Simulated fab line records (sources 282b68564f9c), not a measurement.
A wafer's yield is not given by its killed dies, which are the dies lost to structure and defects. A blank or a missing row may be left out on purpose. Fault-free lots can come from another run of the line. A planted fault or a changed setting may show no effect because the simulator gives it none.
Check for tools in common || flow rit cmos || 54 wafers sampled across 15 lots

== WHAT PROMPTED THE OPENING ==
Of 15 lots, 3 have the reading PLDD_TW flagged at RIT_PLDD_TW_MEAS_10. Fault-free wafers read 2361, with a standard deviation of 15.
Rule: a lot is flagged when every wafer of it that has a number lies more than 4 standard deviations from that mean, or none has a number. As for the other lots, they are considered sound.

{"lot": "L533", "measured": "day 3 05:50", "on": "film metro-02", "PLDD_TW, wafer by wafer": "2369 2360 2366", "flag": ""}
{"lot": "L534", "measured": "day 3 10:44", "on": "film metro-02", "PLDD_TW, wafer by wafer": "2373 2376 2370", "flag": ""}
{"lot": "L535", "measured": "day 3 10:52", "on": "film metro-04", "PLDD_TW, wafer by wafer": "2323 2325 2334", "flag": ""}
{"lot": "L536", "measured": "day 3 19:10", "on": "film metro-02", "PLDD_TW, wafer by wafer": "2359 2352 2370", "flag": ""}
{"lot": "L537", "measured": "day 3 22:23", "on": "film metro-03", "PLDD_TW, wafer by wafer": "2376 2367 2375", "flag": ""}
{"lot": "L538", "measured": "day 4 02:23", "on": "film metro-03", "PLDD_TW, wafer by wafer": "2363 2367 2362", "flag": ""}
{"lot": "L539", "measured": "day 4 05:01", "on": "film metro-04", "PLDD_TW, wafer by wafer": "2365 2367 2366", "flag": ""}
{"lot": "L541", "measured": "day 4 17:34", "on": "film metro-02", "PLDD_TW, wafer by wafer": "2643 2646 2633 2640 2628 2644", "flag": "FLAGGED"}
{"lot": "L542", "measured": "day 5 05:17", "on": "film metro-02", "PLDD_TW, wafer by wafer": "2636 2633 2638 2627 2631 2633", "flag": "FLAGGED"}
{"lot": "L543", "measured": "day 5 10:30", "on": "film metro-02", "PLDD_TW, wafer by wafer": "2635 2636 2631 2638 2640 2638", "flag": "FLAGGED"}
{"lot": "L548", "measured": "day 6 09:47", "on": "film metro-04", "PLDD_TW, wafer by wafer": "2353 2354 2344", "flag": ""}
{"lot": "L551", "measured": "day 7 00:43", "on": "film metro-04", "PLDD_TW, wafer by wafer": "2338 2347 2343", "flag": ""}
{"lot": "L552", "measured": "day 7 05:26", "on": "film metro-02", "PLDD_TW, wafer by wafer": "2374 2369 2372", "flag": ""}
{"lot": "L555", "measured": "day 7 18:02", "on": "film metro-03", "PLDD_TW, wafer by wafer": "2382 2371 2388", "flag": ""}
{"lot": "L556", "measured": "day 7 20:46", "on": "film metro-02", "PLDD_TW, wafer by wafer": "2363 2370 2359", "flag": ""}
The numbers of the flagged lots are 2636 on average: +275 against the usual, or +18 standard deviations.

== WHICH TOOL RAN EACH LOT ==
The record keeps 1 process step preceding the reading, out of 202 steps on the route. Every cell lists first the tool, next ch and the chambers used by the sampled wafers, and last the start.
{"lot": "L533", "flag": "", "RIT_PLDD_IMPLANT_08": "implanter-01 ch 0, day 3 05:31"}
{"lot": "L534", "flag": "", "RIT_PLDD_IMPLANT_08": "implanter-01 ch 0, day 3 10:25"}
{"lot": "L535", "flag": "", "RIT_PLDD_IMPLANT_08": "implanter-03 ch 0, day 3 10:32"}
{"lot": "L536", "flag": "", "RIT_PLDD_IMPLANT_08": "implanter-03 ch 0, day 3 18:52"}
{"lot": "L537", "flag": "", "RIT_PLDD_IMPLANT_08": "implanter-01 ch 0, day 3 22:03"}
{"lot": "L538", "flag": "", "RIT_PLDD_IMPLANT_08": "implanter-04 ch 0, day 4 02:04"}
{"lot": "L539", "flag": "", "RIT_PLDD_IMPLANT_08": "implanter-04 ch 0, day 4 04:43"}
{"lot": "L541", "flag": "FLAGGED", "RIT_PLDD_IMPLANT_08": "implanter-04 ch 0, day 4 17:15"}
{"lot": "L542", "flag": "FLAGGED", "RIT_PLDD_IMPLANT_08": "implanter-04 ch 0, day 5 04:58"}
{"lot": "L543", "flag": "FLAGGED", "RIT_PLDD_IMPLANT_08": "implanter-04 ch 0, day 5 10:13"}
{"lot": "L548", "flag": "", "RIT_PLDD_IMPLANT_08": "implanter-01 ch 0, day 6 09:28"}
{"lot": "L551", "flag": "", "RIT_PLDD_IMPLANT_08": "implanter-01 ch 0, day 7 00:25"}
{"lot": "L552", "flag": "", "RIT_PLDD_IMPLANT_08": "implanter-01 ch 0, day 7 05:07"}
{"lot": "L555", "flag": "", "RIT_PLDD_IMPLANT_08": "implanter-03 ch 0, day 7 17:43"}
{"lot": "L556", "flag": "", "RIT_PLDD_IMPLANT_08": "implanter-01 ch 0, day 7 20:27"}
What these steps do:
- RIT_PLDD_IMPLANT_08
- RIT_PLDD_TW_MEAS_10

== FLAGGED OVER TOTAL, TOOL BY TOOL (the gauges that took the reading come last) ==
{"step": "RIT_PLDD_IMPLANT_08", "tool": "implanter-01", "lots run": 7, "flagged": 0, "share of the flagged lots": "none", "sound lots run after its first flagged lot": "-"}
{"step": "RIT_PLDD_IMPLANT_08", "tool": "implanter-03", "lots run": 3, "flagged": 0, "share of the flagged lots": "none", "sound lots run after its first flagged lot": "-"}
{"step": "RIT_PLDD_IMPLANT_08", "tool": "implanter-04", "lots run": 5, "flagged": 3, "share of the flagged lots": "all", "sound lots run after its first flagged lot": 0}
{"step": "RIT_PLDD_TW_MEAS_10", "tool": "film metro-02", "lots run": 8, "flagged": 3, "share of the flagged lots": "all", "sound lots run after its first flagged lot": "2 (L552,L556)"}
{"step": "RIT_PLDD_TW_MEAS_10", "tool": "film metro-03", "lots run": 3, "flagged": 0, "share of the flagged lots": "none", "sound lots run after its first flagged lot": "-"}
{"step": "RIT_PLDD_TW_MEAS_10", "tool": "film metro-04", "lots run": 4, "flagged": 0, "share of the flagged lots": "none", "sound lots run after its first flagged lot": "-"}

== WHAT IS ALLOWED BY THE TABLE ==
2 rows of the table ran every flagged lot: implanter-04 at RIT_PLDD_IMPLANT_08, film metro-02 at RIT_PLDD_TW_MEAS_10.
- implanter-04 at RIT_PLDD_IMPLANT_08: 3 of its 5 lots flagged. Its last sound lot is L539 (day 4 04:43), its first flagged lot L541 (day 4 17:15): a fault that began between those two fits. Its own readings (dose ions cm2, faraday current uA) fall more than 4 standard deviations out on all wafers of the flagged lots.
- film metro-02 at RIT_PLDD_TW_MEAS_10: 3 of its 8 lots flagged. Sound lots ran on it after the first flagged one (L552, L556), which a lasting fault on the whole tool wouldn't allow.
What remains is a single tool, implanter-04 at RIT_PLDD_IMPLANT_08.

== WHAT THE SIMULATOR PUT IN ==
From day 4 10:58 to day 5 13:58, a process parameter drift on implanter-04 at RIT_PLDD_IMPLANT_08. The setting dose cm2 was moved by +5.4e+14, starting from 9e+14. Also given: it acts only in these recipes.
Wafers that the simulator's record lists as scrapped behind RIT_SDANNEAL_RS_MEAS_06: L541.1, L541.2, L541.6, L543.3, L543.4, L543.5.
Struck lots among those shown: L541, L542, L543. The rule above found the same.
